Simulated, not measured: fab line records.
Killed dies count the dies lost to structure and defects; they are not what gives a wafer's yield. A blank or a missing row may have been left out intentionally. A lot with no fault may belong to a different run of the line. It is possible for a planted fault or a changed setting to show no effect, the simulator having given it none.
fab line records | flow rit_cmos
[record] lots = 14 wafers = 42 last_day = 7
route steps=202 shown PRETRO@66 M1@202
lots untouched by any fault: they come from a run of this same line in which no faults occurred
start_h: hours from the record's first day to the start of the lot's first wafer shown | wait_h: hours elapsed since this lot's preceding step | " unchanged from the row above | L1.1+2: several wafers, shown together as one row | - no value, or no start was given | * or withheld: withheld | < > ~ a bound
route shown NAME@n: a module of which the file shows steps, and the number in the route of the first | usual: mean/standard deviation taken from wafers without a fault | same: alike in all rows | chamber/n: place in a boat | sites: readings site by site | _std_site: the values' standard deviation | _edge_site: outer sites' mean less inner sites' | radius_mm: for every site, how far away it sits from the centre of the wafer | mask NAME#n: copy n | behind: the tool/chamber that last shaped the wafer | hold: reason for holding the lot/hours on hold/outcome of the hold | device: transistor that didn't switch, given as n, p or np | end of line: tests of these same wafers at the route's end | for a step that has no rows: nothing shown but its recipe | killed: not the wafer's yield, but the dies lost to structure and defects at the first sort | map: shows each die of a wafer: x if killed, . if not, _ if none is there
set.NAME: setting as actually run; set.NAME@STEP: the setting as run at that earlier step | model.NAME: the simulator's own value behind a step, which no gauge read
one table for each step of the route and one row for each wafer, over a sample of lots
[[steps]]
[step RIT_PRETRO_SOFTBAKE_02]
[recipe] resist = NOVOLAK temp_c = 90 time_s = 60
[usual] heater_power_total_W = 34.57/0.048 plate_temp_C = 90.00/0.13
// columns lot.wafer tool chamber start_h wait_h heater_power_total_W plate_temp_C
L325.3 litho_track-03 0 36.00 0.1 34.48 90.05
L325.4 " 0 " " 34.50 89.94
L325.5 " 0 " " 34.57 90.21
L326.2 litho_track-03 0 37.56 0.1 34.65 89.78
L326.4 " 0 " " 34.56 89.82
L326.6 " 0 " " 34.54 89.75
L328.2 litho_track-03 0 48.05 0.1 34.54 90.00
L328.3 " 0 " " 34.53 90.00
L328.5 " 0 " " 34.58 90.08
L330.1 litho_track-04 0 56.01 0.1 34.53 89.95
L330.5 " 0 " " 34.53 89.95
L330.6 " 0 " " 34.65 90.00
L331.2 litho_track-02 0 62.06 0.1 34.64 90.11
L331.3 " 0 " " 34.63 90.02
L331.4 " 0 " " 34.59 90.06
L332.2 litho_track-04 0 66.75 0.1 34.61 90.08
L332.4 " 0 " " 34.47 89.86
L332.5 " 0 " " 34.53 90.03
L334.2 litho_track-02 0 76.26 0.1 34.57 89.87
L334.4 " 0 " " 34.52 89.87
L334.6 " 0 " " 34.48 90.00
L335.1 litho_track-03 0 83.40 0.1 34.54 90.05
L335.2 " 0 " " 34.50 90.14
L335.4 " 0 " " 34.57 90.12
L338.1 litho_track-04 0 96.93 0.1 34.62 89.89
L338.2 " 0 " " 34.58 90.04
L338.5 " 0 " " 34.50 89.84
L340.1 litho_track-03 0 107.24 0.1 39.41 98.92
L340.3 " 0 " " 39.46 98.95
L340.5 " 0 " " 39.48 99.00
L341.3 litho_track-02 0 110.81 0.1 34.50 89.83
L341.4 " 0 " " 34.49 90.03
L341.6 " 0 " " 34.54 90.06
L342.1 litho_track-04 0 114.80 0.1 34.62 90.10
L342.2 " 0 " " 34.54 89.94
L342.3 " 0 " " 34.62 89.71
L345.1 litho_track-03 0 130.85 0.1 39.47 98.91
L345.2 " 0 " " 39.49 99.01
L345.6 " 0 " " 39.56 99.11
L348.1 litho_track-04 0 144.80 0.1 34.62 90.00
L348.2 " 0 " " 34.58 89.76
L348.3 " 0 " " 34.55 89.89
[step RIT_M1_PROBE_99]
[usual] killed_at_M0_to_M3 = 0.0/0.14 killed_at_front_end = 7/3.2 killed_dies = 7/3.2 killed_open = 3.2/2.1 killed_short = 3.7/2.1
[same] gross_dies = 264 killed_at_M4_up = 0 killed_at_back_side = 0 killed_at_contacts = 0 killed_at_other = 0
// columns lot.wafer tool chamber start_h wait_h killed_at_M0_to_M3 killed_at_front_end killed_dies killed_open killed_short
L340.1 prober-01 - 134.94 0.1 0 5 5 2 3
L340.3 prober-01 - 135.04 0.2 0 7 7 5 2
L340.5 prober-01 - 135.14 0.2 1 5 6 2 4
L341.3 prober-02 - 138.66 0.2 0 10 10 7 3
L341.4 prober-02 - 138.71 0.2 0 4 4 2 2
L341.6 prober-02 - 138.81 0.2 0 3 3 3 0
// killed by level:class
L340.1 GATE:geometric_particle:short=1 GATE:geometric_particle:open=1 REOX:geometric_particle:short=1 SPACER:geometric_particle:open=1 SPACER:geometric_particle:short=1
L340.3 FOX1:geometric_particle:open=3 FOX1:geometric_particle:short=2 GATE:geometric_particle:open=2
L340.5 FOX1:geometric_particle:short=1 GATE:geometric_particle:short=1 GATE:geometric_particle:open=1 REOX:geometric_particle:open=1 SPACER:geometric_particle:short=1 M1:geometric_particle:short=1
L341.3 GATE:geometric_particle:open=4 REOX:geometric_particle:short=2 REOX:geometric_particle:open=2 GATE:geometric_particle:short=1 SPACER:geometric_particle:open=1
L341.4 FOX1:geometric_particle:short=1 GATE:geometric_particle:open=1 REOX:geometric_particle:short=1 SPACER:geometric_particle:open=1
L341.6 GATE:geometric_particle:open=2 SILICIDE:geometric_particle:open=1
[[key]]
[first_sign] step = RIT_PRETRO_SOFTBAKE_02 reading = heater_power_total_W direction = up sigmas = 99+ usual = 34.57 struck = 39.48
[effect] step = RIT_PRETRO_SOFTBAKE_02 reading = plate_temp_C direction = up sigmas = 67 usual = * struck = *
met_at RIT_PRETRO_SOFTBAKE_02
struck_lots L340,L345
tester_left_out L340,L345
onset_between 83.40 107.24
[fault] kind = process_parameter_drift tool = litho_track-03 chamber = - onset_h = 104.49 steps = RIT_PRETRO_SOFTBAKE_02 channel = temp_c offset = * shape = step end_h = 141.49 acts_in = * stated = *
// tester_left_out: of these lots the tester's yield and bins aren't shown, on N5 and GAA mostly nor the transistor test; their killed dies are dies lost to structure and defects alone, not to doping, threshold or leakage, so they don't give the yield
